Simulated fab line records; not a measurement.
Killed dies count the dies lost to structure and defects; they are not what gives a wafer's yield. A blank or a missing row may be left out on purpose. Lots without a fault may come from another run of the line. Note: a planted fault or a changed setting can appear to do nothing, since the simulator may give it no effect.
Split-lot study + flow rit-cmos + 19 wafers read across 5 lots, on a route 202 steps long

== THE SPLIT ITSELF ==
At RIT_NLDD_IMPLANT_08, the setting dose-cm2 was moved away from the recipe's 5e+14 on 8 of the 19 wafers read, by -2.3% to +6.6%. The other wafers ran this setting at the recipe's value.

== FROM THE SPLIT ON TO THE READING: in between, the file shows 1 step ==
- RIT_PLDD_HARDBAKE_07: time 60 s (also split here: temp-c)

== THE READING ==
etest.nldd.rs-ohm-sq (the simulator's own value, which no gauge read), at RIT_M1_PROBE_99. There is no usual value for it anywhere in the file. Average 381.0, standard deviation 9.4, over the 11 wafers here run with the recipe.

| wafer  | tool, chamber at the split | dose-cm2 as run | against the recipe | etest.nldd.rs-ohm-sq | against lot-mates on the recipe |
|--------|----------------------------|-----------------|--------------------|----------------------|---------------------------------|
| L077.1 | implanter-02, 0            | 5e+14           | recipe             | 380.8                | -                               |
| L077.2 | implanter-02, 0            | 5e+14           | recipe             | 365.3                | -                               |
| L077.3 | implanter-02, 0            | 5e+14           | recipe             | 375                  | -                               |
| L081.1 | implanter-04, 0            | 5e+14           | recipe             | 373.6                | -                               |
| L081.2 | implanter-04, 0            | 5e+14           | recipe             | 376.8                | -                               |
| L081.3 | implanter-04, 0            | 5.331e+14       | +6.6%              | 352.7                | -22.5                           |
| L081.4 | implanter-04, 0            | 5.331e+14       | +6.6%              | 349.1                | -26.1                           |
| L081.6 | implanter-04, 0            | 5.331e+14       | +6.6%              | 353.4                | -21.8                           |
| L082.2 | implanter-04, 0            | 5e+14           | recipe             | 380.3                | -                               |
| L082.3 | implanter-04, 0            | 5e+14           | recipe             | 371.7                | -                               |
| L082.4 | implanter-04, 0            | 4.886e+14       | -2.3%              | 378.1                | +2.1                            |
| L082.5 | implanter-04, 0            | 4.886e+14       | -2.3%              | 376.4                | +0.4                            |
| L082.6 | implanter-04, 0            | 4.886e+14       | -2.3%              | 376.4                | +0.4                            |
| L083.1 | implanter-02, 0            | 5e+14           | recipe             | 389.1                | -                               |
| L083.3 | implanter-02, 0            | 5.185e+14       | +3.7%              | 377.5                | -12.2                           |
| L083.4 | implanter-02, 0            | 5.185e+14       | +3.7%              | 381.3                | -8.4                            |
| L083.5 | implanter-02, 0            | 5e+14           | recipe             | 389.7                | -                               |
| L083.6 | implanter-02, 0            | 5e+14           | recipe             | 390.4                | -                               |
| L084.3 | implanter-02, 0            | 5e+14           | recipe             | 398.1                | -                               |

THE FIT
A straight line over all 19 wafers: etest.nldd.rs-ohm-sq changes by -2.98 for each +1% of dose-cm2; r = -0.67; the points scatter about the line by 10.
The same after taking each lot's own level away (the mean of its wafers on the recipe; 19 wafers): -2.98 for each +1%; r = -0.91; scatter 4.1.
The reading moves by 20 for the largest change in dose-cm2, on that fit.
From 373.70 to 398.10: that is the span of the lots' own levels, equal to 2.6 times the standard deviation above.
So the lot-to-lot level blurs the effect unless lot-mates are compared.
Check: -20.7 against its lot-mates is what the line predicts for one of the wafers moved furthest among these (+6.6%) when that wafer is left out of the fit. It came out at -22.5 against them.

== FURTHER SPLITS ON THESE WAFERS ==
These wafers also went through other splits before the reading. Each is held against what the fit with the lots' levels taken away leaves over:
| other split on the same wafers   | wafers away from the commonest value | r with etest.nldd.rs-ohm-sq (lot level and that fit taken away) |
|----------------------------------|--------------------------------------|-----------------------------------------------------------------|
| RIT_ACTIVE_CVD_03 temp-c         | 6                                    | -0.12                                                           |
| RIT_ACTIVE_ETCH_13 time-s        | 8                                    | +0.23                                                           |
| RIT_FOX2_OXIDATION_00 temp-c     | 14                                   | -0.20                                                           |
| RIT_NWELL_COAT_01 resist-thk-nm  | 7                                    | +0.45                                                           |
| RIT_NWELL_HARDBAKE_07 temp-c     | 7                                    | -0.15                                                           |
| RIT_PWELL_IMPLANT_08 dose-cm2    | 5                                    | +0.40                                                           |
| RIT_PRETRO_SOFTBAKE_02 temp-c    | 9                                    | -0.07                                                           |
| RIT_PRETRO_IMPLANT_08 energy-kev | 6                                    | -0.03                                                           |
| RIT_GATE_CLEAN_02 time-s         | 14                                   | -0.32                                                           |
| RIT_GATE_CVD_08 time-s           | 1                                    | -0.09                                                           |
| RIT_GATE_ETCH_19 over-etch-frac  | 5                                    | -0.03                                                           |
| RIT_PLDD_HARDBAKE_07 temp-c      | 7                                    | -0.09                                                           |

== FILE'S OWN FIT ==
etest.nldd.rs-ohm-sq changes by -3.12 for each +1% of dose-cm2, r = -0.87.
